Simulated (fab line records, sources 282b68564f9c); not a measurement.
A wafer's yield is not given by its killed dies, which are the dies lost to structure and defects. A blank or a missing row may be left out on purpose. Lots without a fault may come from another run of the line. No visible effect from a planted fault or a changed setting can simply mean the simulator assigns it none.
fab line records + flow ritCmos
record:
- lots: 5
- wafers: 23
route steps=202 shown PSD@143 SDANNEAL@156 NSD@158 PLDD@159 M1@188
startH: hours from the record's first day to the start of the lot's first wafer shown + waitH: hours from the lot's prior step to this one + " the same as in the row above + L1.1+2: a row that stands for several wafers + - value missing, or start not given + * or withheld: withheld + < > ~ a bound
route shown NAME@n: a module of which the file shows steps, and the number in the route of the first + usual: average and standard deviation across the fault-free wafers + same: alike in all rows + chamber/n: place in a boat + sites: each site's reading + _std_site: how widely they spread, as a standard deviation + _edge_site: inner sites' mean taken away from outer sites' mean + radiusMm: how far each site lies from the wafer's centre + mask NAME#n: copy n + behind: the tool/chamber that last shaped the wafer + hold: why the lot was held/for how many hours/how that ended + device: the transistor (n, p or np) that didn't switch + end of line: the route-end tests of the same wafers + a step with no rows: only its recipe + killed: at the first sort, the dies lost to defects and structure; wafer yield is something else + map: the dies of a wafer, with x for killed, . for not killed, _ for no die there
set.NAME: the setting that was run; set.NAME@STEP: the one run at that earlier step + model.NAME: the simulator's own value behind a step, which no gauge read
lots run with intentionally changed settings; tables by step, rows by wafer
== steps ==
step: RIT_PSD_COAT_01
recipe:
- resist: NOVOLAK
- spinRpm: 3250
- resistThkNm: 1000
| lot.wafer | tool          | chamber | startH | waitH | set.spinRpm | model.NOVOLAK_of_PSD_COAT_01.thkNm |
|-----------|---------------|---------|--------|-------|-------------|------------------------------------|
| L077.2    | lithoTrack-01 | 0       | 67.17  | 0.1   | 3039        | 1042                               |
| L077.3+6  | "             | 0       | "      | "     | 3250        | 1006                               |
| L077.4    | "             | 0       | "      | "     | 3039        | 1043                               |
| L077.5    | "             | 0       | "      | "     | 3039        | 1039                               |
| L079.1    | lithoTrack-03 | 0       | 76.70  | 0.1   | 3340        | 984.6                              |
| L079.3    | "             | 0       | "      | "     | 3250        | 998.7                              |
| L079.4    | "             | 0       | "      | "     | 3340        | 980.7                              |
| L079.5    | "             | 0       | "      | "     | 3340        | 981.4                              |
| L079.6    | "             | 0       | "      | "     | 3250        | 997.8                              |
| L082.1    | lithoTrack-03 | 0       | 91.34  | 0.1   | 3250        | 1003                               |
| L082.3    | "             | 0       | "      | "     | 3341        | 990.5                              |
| L082.4    | "             | 0       | "      | "     | 3250        | 1001                               |
| L082.5+6  | "             | 0       | "      | "     | 3341        | 989.9                              |
| L083.4    | lithoTrack-01 | 0       | 98.89  | 0.1   | 3250        | 1001                               |
| L083.5    | "             | 0       | "      | "     | 3250        | 1004                               |
| L083.6    | "             | 0       | "      | "     | 3250        | 1003                               |
| L084.2    | lithoTrack-02 | 0       | 102.75 | 0.1   | 3250        | 999.5                              |
| L084.3+5  | "             | 0       | "      | "     | 3250        | 1000                               |
| L084.4+6  | "             | 0       | "      | "     | 3068        | 1028                               |
step: RIT_PSD_SOFTBAKE_02
recipe:
- resist: NOVOLAK
- tempC: 90
- timeS: 60
step: RIT_PSD_EXPOSE_03
recipe:
- maskId: M10
- na: 0.57
- targetCdNm: 40900
- doseMj: 250
step: RIT_PSD_DEVELOP_05
recipe:
- resist: NOVOLAK
- developTimeS: 50
- devTempC: 23
step: RIT_PSD_HARDBAKE_07
recipe:
- resist: NOVOLAK
- tempC: 140
- timeS: 60
| lot.wafer | tool          | chamber | startH | waitH | set.spinRpm@PSD_COAT_01 | model.NOVOLAK_of_PSD_COAT_01.thkNm |
|-----------|---------------|---------|--------|-------|-------------------------|------------------------------------|
| L077.2    | lithoTrack-02 | 0       | 67.91  | 0.0   | 3039                    | 920.7                              |
| L077.3    | "             | 0       | "      | "     | 3250                    | 889                                |
| L077.4    | "             | 0       | "      | "     | 3039                    | 921.3                              |
| L077.5    | "             | 0       | "      | "     | 3039                    | 918                                |
| L077.6    | "             | 0       | "      | "     | 3250                    | 888.8                              |
| L079.1    | lithoTrack-01 | 0       | 77.43  | 0.0   | 3340                    | 870.2                              |
| L079.3    | "             | 0       | "      | "     | 3250                    | 882.6                              |
| L079.4    | "             | 0       | "      | "     | 3340                    | 866.9                              |
| L079.5    | "             | 0       | "      | "     | 3340                    | 867.5                              |
| L079.6    | "             | 0       | "      | "     | 3250                    | 881.9                              |
| L082.1    | lithoTrack-02 | 0       | 92.20  | 0.0   | 3250                    | 886.6                              |
| L082.3    | "             | 0       | "      | "     | 3341                    | 875.4                              |
| L082.4    | "             | 0       | "      | "     | 3250                    | 884.7                              |
| L082.5+6  | "             | 0       | "      | "     | 3341                    | 874.9                              |
| L083.4    | lithoTrack-01 | 0       | 99.63  | 0.1   | 3250                    | 884.9                              |
| L083.5    | "             | 0       | "      | "     | 3250                    | 887.4                              |
| L083.6    | "             | 0       | "      | "     | 3250                    | 886.8                              |
| L084.2    | lithoTrack-01 | 0       | 103.61 | 0.0   | 3250                    | 883.4                              |
| L084.3    | "             | 0       | "      | "     | 3250                    | 884.1                              |
| L084.4    | "             | 0       | "      | "     | 3068                    | 908.7                              |
| L084.5    | "             | 0       | "      | "     | 3250                    | 884.2                              |
| L084.6    | "             | 0       | "      | "     | 3068                    | 908.1                              |
step: RIT_SDANNEAL_RTA_03
recipe:
- tempC: 1050
- timeS: 5
- idleTempC: 600
- rampUpCPerS: 342
- rampDownCPerS: 171
- coolToC: 600
- ambient: N2
| lot.wafer      | tool         | chamber | startH | waitH | set.timeS |
|----------------|--------------|---------|--------|-------|-----------|
| L077.2+5+6     | rtpAnneal-02 | 0       | 68.80  | 0.0   | 4.619     |
| L077.3+4       | "            | 0       | "      | "     | 5         |
| L079.1+3+5     | rtpAnneal-02 | 0       | 78.33  | 0.0   | 5.497     |
| L079.4+6       | "            | 0       | "      | "     | 5         |
| L082.1+5+6     | rtpAnneal-01 | 0       | 93.28  | 0.0   | 4.532     |
| L082.3+4       | "            | 0       | "      | "     | 5         |
| L083.4+5+6     | rtpAnneal-02 | 0       | 100.49 | 0.0   | 5         |
| L084.2+3+4+5+6 | rtpAnneal-01 | 0       | 104.50 | 0.0   | 5         |
step: RIT_SDANNEAL_RS_MEAS_04
recipe:
- thkMeasGauge: four-point-probe
usual:
- PSD_RS: 115.92/0.3
| lot.wafer | tool         | chamber | startH | waitH | set.timeS@SDANNEAL_RTA_03 | PSD_RS[ohm/sq] |
|-----------|--------------|---------|--------|-------|---------------------------|----------------|
| L077.2    | filmMetro-02 | -       | 68.86  | 0.1   | 4.619                     | 116.53         |
| L077.3    | "            | -       | "      | "     | 5                         | 115.64         |
| L077.4    | "            | -       | "      | "     | 5                         | 115.72         |
| L077.5    | "            | -       | "      | "     | 4.619                     | 117.12         |
| L077.6    | "            | -       | "      | "     | 4.619                     | 116.69         |
| L079.1    | filmMetro-04 | -       | 78.39  | 0.0   | 5.497                     | 114.50         |
| L079.3    | "            | -       | "      | "     | 5.497                     | 114.51         |
| L079.4    | "            | -       | "      | "     | 5                         | 116.09         |
| L079.5    | "            | -       | "      | "     | 5.497                     | 114.88         |
| L079.6    | "            | -       | "      | "     | 5                         | 115.65         |
| L082.1    | filmMetro-04 | -       | 93.34  | 0.0   | 4.532                     | 117.64         |
| L082.3    | "            | -       | "      | "     | 5                         | 115.94         |
| L082.4    | "            | -       | "      | "     | 5                         | 115.76         |
| L082.5    | "            | -       | "      | "     | 4.532                     | 117.30         |
| L082.6    | "            | -       | "      | "     | 4.532                     | 117.12         |
| L083.4    | filmMetro-01 | -       | 100.58 | 0.1   | 5                         | 115.74         |
| L083.5    | "            | -       | "      | "     | 5                         | 116.06         |
| L083.6    | "            | -       | "      | "     | 5                         | 116.12         |
| L084.2    | filmMetro-01 | -       | 104.57 | 0.1   | 5                         | 116.37         |
| L084.3    | "            | -       | "      | "     | 5                         | 116.49         |
| L084.4    | "            | -       | "      | "     | 5                         | 116.38         |
| L084.5    | "            | -       | "      | "     | 5                         | 116.62         |
| L084.6    | "            | -       | "      | "     | 5                         | 115.95         |
step: RIT_SDANNEAL_RS_MEAS_05
recipe:
- thkMeasGauge: four-point-probe
usual:
- NSD_RS: 84.43/0.28
| lot.wafer | tool         | chamber | startH | waitH | set.doseCm2@NSD_IMPLANT_08 | NSD_RS[ohm/sq] |
|-----------|--------------|---------|--------|-------|----------------------------|----------------|
| L077.2    | filmMetro-02 | -       | 68.98  | 0.1   | 1e+15                      | 84.20          |
| L077.3    | "            | -       | "      | "     | 1e+15                      | 84.01          |
| L077.4    | "            | -       | "      | "     | 1e+15                      | 84.48          |
| L077.5    | "            | -       | "      | "     | 1.045e+15                  | 81.53          |
| L077.6    | "            | -       | "      | "     | 1.045e+15                  | 81.37          |
| L079.1    | filmMetro-04 | -       | 78.51  | 0.1   | 1e+15                      | 83.74          |
| L079.3    | "            | -       | "      | "     | 1e+15                      | 84.04          |
| L079.4    | "            | -       | "      | "     | 1e+15                      | 84.13          |
| L079.5    | "            | -       | "      | "     | 1e+15                      | 83.91          |
| L079.6    | "            | -       | "      | "     | 1e+15                      | 83.97          |
| L082.1    | filmMetro-04 | -       | 93.46  | 0.1   | 1e+15                      | 84.84          |
| L082.3    | "            | -       | "      | "     | 1e+15                      | 84.59          |
| L082.4    | "            | -       | "      | "     | 1e+15                      | 84.29          |
| L082.5    | "            | -       | "      | "     | 1e+15                      | 84.85          |
| L082.6    | "            | -       | "      | "     | 1e+15                      | 84.75          |
| L083.4    | filmMetro-01 | -       | 100.70 | 0.1   | 1e+15                      | 84.35          |
| L083.5    | "            | -       | "      | "     | 1e+15                      | 84.13          |
| L083.6    | "            | -       | "      | "     | 1e+15                      | 84.55          |
| L084.2    | filmMetro-01 | -       | 104.69 | 0.1   | 1.06e+15                   | 80.93          |
| L084.3    | "            | -       | "      | "     | 1e+15                      | 84.75          |
| L084.4    | "            | -       | "      | "     | 1e+15                      | 84.95          |
| L084.5    | "            | -       | "      | "     | 1.06e+15                   | 80.97          |
| L084.6    | "            | -       | "      | "     | 1e+15                      | 84.95          |
step: RIT_SDANNEAL_RS_MEAS_06
recipe:
- thkMeasGauge: four-point-probe
usual:
- PLDD_RS: 178.8/0.52
| lot.wafer | tool         | chamber | startH | waitH | set.timeS@SDANNEAL_RTA_03 | PLDD_RS[ohm/sq] |
|-----------|--------------|---------|--------|-------|---------------------------|-----------------|
| L077.2    | filmMetro-02 | -       | 69.10  | 0.1   | 4.619                     | 179.1           |
| L077.3    | "            | -       | "      | "     | 5                         | 177.8           |
| L077.4    | "            | -       | "      | "     | 5                         | 178.6           |
| L077.5    | "            | -       | "      | "     | 4.619                     | 179.6           |
| L077.6    | "            | -       | "      | "     | 4.619                     | 179.4           |
| L079.1    | filmMetro-04 | -       | 78.63  | 0.1   | 5.497                     | 177.5           |
| L079.3    | "            | -       | "      | "     | 5.497                     | 177.5           |
| L079.4    | "            | -       | "      | "     | 5                         | 179.2           |
| L079.5    | "            | -       | "      | "     | 5.497                     | 178.3           |
| L079.6    | "            | -       | "      | "     | 5                         | 179.1           |
| L082.1    | filmMetro-04 | -       | 93.58  | 0.1   | 4.532                     | 180.6           |
| L082.3    | "            | -       | "      | "     | 5                         | 178.2           |
| L082.4    | "            | -       | "      | "     | 5                         | 178.5           |
| L082.5    | "            | -       | "      | "     | 4.532                     | 180.4           |
| L082.6    | "            | -       | "      | "     | 4.532                     | 180.2           |
| L083.4    | filmMetro-01 | -       | 100.82 | 0.1   | 5                         | 179.1           |
| L083.5    | "            | -       | "      | "     | 5                         | 178.4           |
| L083.6    | "            | -       | "      | "     | 5                         | 178.8           |
| L084.2    | filmMetro-01 | -       | 104.81 | 0.1   | 5                         | 179.5           |
| L084.3    | "            | -       | "      | "     | 5                         | 179.9           |
| L084.4    | "            | -       | "      | "     | 5                         | 179.5           |
| L084.5    | "            | -       | "      | "     | 5                         | 179.5           |
| L084.6    | "            | -       | "      | "     | 5                         | 179.2           |
step: RIT_M1_COAT_04
recipe:
- resist: NOVOLAK
- spinRpm: 2000
- resistThkNm: 1300
| lot.wafer  | tool          | chamber | startH | waitH | set.resistThkNm | model.NOVOLAK_of_M1_COAT_04.thkNm |
|------------|---------------|---------|--------|-------|-----------------|-----------------------------------|
| L077.2     | lithoTrack-01 | 0       | 72.84  | 0.1   | 1339            | 1336                              |
| L077.3     | "             | 0       | "      | "     | 1300            | 1298                              |
| L077.4     | "             | 0       | "      | "     | 1339            | 1335                              |
| L077.5     | "             | 0       | "      | "     | 1300            | 1295                              |
| L077.6     | "             | 0       | "      | "     | 1300            | 1297                              |
| L079.1     | lithoTrack-02 | 0       | 82.41  | 0.1   | 1280            | 1282                              |
| L079.3     | "             | 0       | "      | "     | 1300            | 1302                              |
| L079.4     | "             | 0       | "      | "     | 1300            | 1303                              |
| L079.5     | "             | 0       | "      | "     | 1300            | 1298                              |
| L079.6     | "             | 0       | "      | "     | 1280            | 1281                              |
| L082.1+3+5 | lithoTrack-01 | 0       | 97.27  | 0.1   | 1300            | 1304                              |
| L082.4+6   | "             | 0       | "      | "     | 1300            | 1303                              |
| L083.4     | lithoTrack-01 | 0       | 104.64 | 0.1   | 1300            | 1303                              |
| L083.5     | "             | 0       | "      | "     | 1300            | 1301                              |
| L083.6     | "             | 0       | "      | "     | 1300            | 1300                              |
| L084.2     | lithoTrack-02 | 0       | 108.64 | 0.1   | 1300            | 1299                              |
| L084.3+6   | "             | 0       | "      | "     | 1243            | 1239                              |
| L084.4     | "             | 0       | "      | "     | 1300            | 1296                              |
| L084.5     | "             | 0       | "      | "     | 1243            | 1242                              |
step: RIT_M1_SOFTBAKE_05
recipe:
- resist: NOVOLAK
- tempC: 90
- timeS: 60
step: RIT_M1_EXPOSE_06
recipe:
- maskId: M12
- na: 0.6
- sourceShape: conventional
- sigmaOuter: 0.5
- targetCdNm: 2600
- doseMj: 250
step: RIT_M1_HARDBAKE_11
recipe:
- resist: NOVOLAK
- tempC: 140
- timeS: 120
| lot.wafer | tool          | chamber | startH | waitH | set.resistThkNm@M1_COAT_04 | model.NOVOLAK_of_M1_COAT_04.thkNm |
|-----------|---------------|---------|--------|-------|----------------------------|-----------------------------------|
| L077.2    | lithoTrack-01 | 0       | 73.75  | 0.1   | 1339                       | 1168                              |
| L077.3    | "             | 0       | "      | "     | 1300                       | 1135                              |
| L077.4    | "             | 0       | "      | "     | 1339                       | 1167                              |
| L077.5    | "             | 0       | "      | "     | 1300                       | 1133                              |
| L077.6    | "             | 0       | "      | "     | 1300                       | 1134                              |
| L079.1    | lithoTrack-04 | 0       | 83.42  | 0.0   | 1280                       | 1121                              |
| L079.3    | "             | 0       | "      | "     | 1300                       | 1138                              |
| L079.4    | "             | 0       | "      | "     | 1300                       | 1139                              |
| L079.5    | "             | 0       | "      | "     | 1300                       | 1135                              |
| L079.6    | "             | 0       | "      | "     | 1280                       | 1120                              |
| L082.1+3  | lithoTrack-02 | 0       | 98.36  | 0.0   | 1300                       | 1140                              |
| L082.4+6  | "             | 0       | "      | "     | 1300                       | 1139                              |
| L082.5    | "             | 0       | "      | "     | 1300                       | 1141                              |
| L083.4    | lithoTrack-01 | 0       | 105.70 | 0.1   | 1300                       | 1139                              |
| L083.5    | "             | 0       | "      | "     | 1300                       | 1138                              |
| L083.6    | "             | 0       | "      | "     | 1300                       | 1137                              |
| L084.2    | lithoTrack-02 | 0       | 109.66 | 0.1   | 1300                       | 1136                              |
| L084.3    | "             | 0       | "      | "     | 1243                       | 1084                              |
| L084.4    | "             | 0       | "      | "     | 1300                       | 1134                              |
| L084.5    | "             | 0       | "      | "     | 1243                       | 1087                              |
| L084.6    | "             | 0       | "      | "     | 1243                       | 1085                              |
== key ==
split:
- step: RIT_PSD_COAT_01
- setting: spinRpm
- stated: 3250
- by: wafer
response:
- step: RIT_PSD_COAT_01
- reading: model.NOVOLAK_of_PSD_COAT_01.thkNm
- change: -5.23
- per: 1%
- r: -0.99
response:
- step: RIT_PSD_HARDBAKE_07
- reading: model.NOVOLAK_of_PSD_COAT_01.thkNm
- change: -4.58
- per: 1%
- r: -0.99
split:
- step: RIT_SDANNEAL_RTA_03
- setting: timeS
- stated: 5
- by: wafer
response:
- step: RIT_SDANNEAL_RS_MEAS_04
- reading: PSD_RS
- change: -0.142
- per: 1%
- r: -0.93
response:
- step: RIT_SDANNEAL_RS_MEAS_06
- reading: PLDD_RS
- change: -0.173
- per: 1%
- r: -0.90
split:
- step: RIT_M1_COAT_04
- setting: resistThkNm
- stated: 1300
- by: wafer
response:
- step: RIT_M1_COAT_04
- reading: model.NOVOLAK_of_M1_COAT_04.thkNm
- change: +13
- per: 1%
- r: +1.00
response:
- step: RIT_M1_HARDBAKE_11
- reading: model.NOVOLAK_of_M1_COAT_04.thkNm
- change: +11.2
- per: 1%
- r: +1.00
split outsideThisFile step=RIT_NSD_IMPLANT_08 setting=doseCm2
split outsideThisFile: this setting was split too, and the file shows its column; the key of that split is in another file
